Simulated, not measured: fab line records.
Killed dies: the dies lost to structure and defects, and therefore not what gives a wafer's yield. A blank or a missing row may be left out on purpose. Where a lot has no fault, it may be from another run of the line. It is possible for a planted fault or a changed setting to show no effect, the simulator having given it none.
A struck lot beside a sound one / flow rit_cmos / 19 out of 202 route steps
Sound: the wafers L495.1, L495.3, L495.6. Struck: wafer L499.1 (L499.2, L499.4, from the same lot, were not struck and are left out); the cause is given at the end.
Each step with rows lists, per side, the tool, then ch with its chambers, then its first start. Under that, the readings that differ: sound wafers / struck wafers / difference of the means / sigmas: that difference in standard deviations of wafers without a fault.
alike: a reading whose means differ by less than 2 such deviations, as well as words and numbers matching on both sides. not compared: withheld readings; readings where some wafer has no value; bounds like >300 that might hide an equal value; numbers whose values overlap and for which the record gives no deviation.
The two part at a step that has a row with sigmas, a row that says differs or no value, or rows on one side only. Numbers that have no deviation but don't overlap get no sigmas and don't part them. Lack of a reading on every wafer of one side parts them only where that side has two or more wafers.

RIT_M1_SPUTTER_00: material Al, target thk 400 nm, time 500 s.
  struck on pvd_sputter-04, day 6 23:51; sound on pvd_sputter-04, day 6 03:28
  alike: throttle_valve_pct
RIT_M1_RS_MEAS_01: measures by four-point-probe.
  struck on film_metro-01, day 7 00:08; sound on film_metro-01, day 6 03:45
  alike: M1_AL_RS
RIT_M1_THK_MEAS_02: measures by xrf.
  struck on film_metro-01, day 7 00:16; sound on film_metro-01, day 6 03:52
  alike: M1_AL_THK
then, 6 steps without rows for these wafers: RIT_M1_HMDS_03 (prime time 60 s); RIT_M1_COAT_04 (resist thk 1300 nm); RIT_M1_SOFTBAKE_05 (time 60 s); RIT_M1_EXPOSE_06 (exposes mask M12, target cd 2600 nm); RIT_M1_PEB_07; RIT_M1_DEVELOP_08 (develop time 68 s).
RIT_M1_CD_MEAS_09 targets a cd of 2600 nm.
  struck on cd_sem-02, day 7 01:12; sound on cd_sem-02, day 6 04:49
  alike: cd_nm
RIT_M1_OVL_MEAS_10:
  struck on overlay-02, day 7 01:19; sound on overlay-01, day 6 04:56
  alike: M1_OVL
then, 1 step without rows for these wafers: RIT_M1_HARDBAKE_11 (time 120 s).
RIT_M1_METAL_ETCH_12: etches Al in Cl2/BCl3, stops on SiO2, time 165 s, target depth 600 nm.
  sound on rie_metal-02 ch 0, day 6 05:22; struck on rie_metal-03 ch 1, day 7 01:37
  alike: drypump_motor_current_A, oes_product_au, throttle_valve_pct
  not compared: rf_hours_counter_h
then, 1 step without rows for these wafers: RIT_M1_STRIP_13 (strips in nmp, time 600 s).
RIT_M1_STRIP_14: strips in O2, time 180 s.
  sound on plasma_asher-03 ch 0,1, day 6 05:44; struck on plasma_asher-01 ch 0, day 7 01:58
  alike: drypump_motor_current_A
  not compared: rf_hours_counter_h
RIT_M1_CD_MEAS_90 targets a cd of 2600 nm.
  struck on cd_sem-02, day 7 02:08; sound on cd_sem-01, day 6 05:54
  alike: cd_nm
then, 1 step without rows for these wafers: RIT_M1_ANNEAL_15 (time 1723 s).
RIT_M1_BOW_MEAS_16:
  struck on film_metro-01, day 7 03:45; sound on film_metro-01, day 6 07:31
  alike: M1_BOW
RIT_M1_PROBE_99:
  struck on prober-02, day 7 03:52; sound on prober-02, day 6 07:38
reading=defect_limited_yield (%); sound=96.6 95.1 96.6; struck=86.4; difference=-9.7; sigmas=-10
reading=killed_at_M0_to_M3; sound=1 0 0; struck=28; difference=+28; sigmas=+99 or more
reading=killed_dies; sound=9 13 9; struck=36; difference=+26; sigmas=+10
reading=killed_open; sound=4 7 7; struck=2; difference=-4; sigmas=-2
reading=sort_bin_3_pad_short (%); sound=0.8 0 0; struck=1.9; difference=+1.6; sigmas=+8
reading=sort_bin_5_function (%); sound=2.3 3.4 1.5; struck=9.8; difference=+7.4; sigmas=+10
reading=sort_n_pass; sound=255.0 251.0 255.0; struck=228.0; difference=-25.7; sigmas=-10
reading=sort_yield_pct (%); sound=96.6 95.1 96.6; struck=86.4; difference=-9.7; sigmas=-10
reading=model.etest.tester.sort_n_pass; sound=255 251 255; struck=228; difference=-26; sigmas=
reading=model.etest.tester.sort_yield_pct (%); sound=96.59 95.08 96.59; struck=86.36; difference=-9.73; sigmas=
reading=model.etest.tester.sort_bin_5_pct (%); sound=2.273 3.409 1.515; struck=9.848; difference=+7.449; sigmas=
  alike: killed_at_contacts, killed_at_front_end, killed_on_rim, killed_short, sort_bin_6_memory
  not compared: model.etest.tester.sort_bin_6_pct

WHERE THEY PART
RIT_M1_PROBE_99 only, going by this record.

WHY: the cause the simulator had injected
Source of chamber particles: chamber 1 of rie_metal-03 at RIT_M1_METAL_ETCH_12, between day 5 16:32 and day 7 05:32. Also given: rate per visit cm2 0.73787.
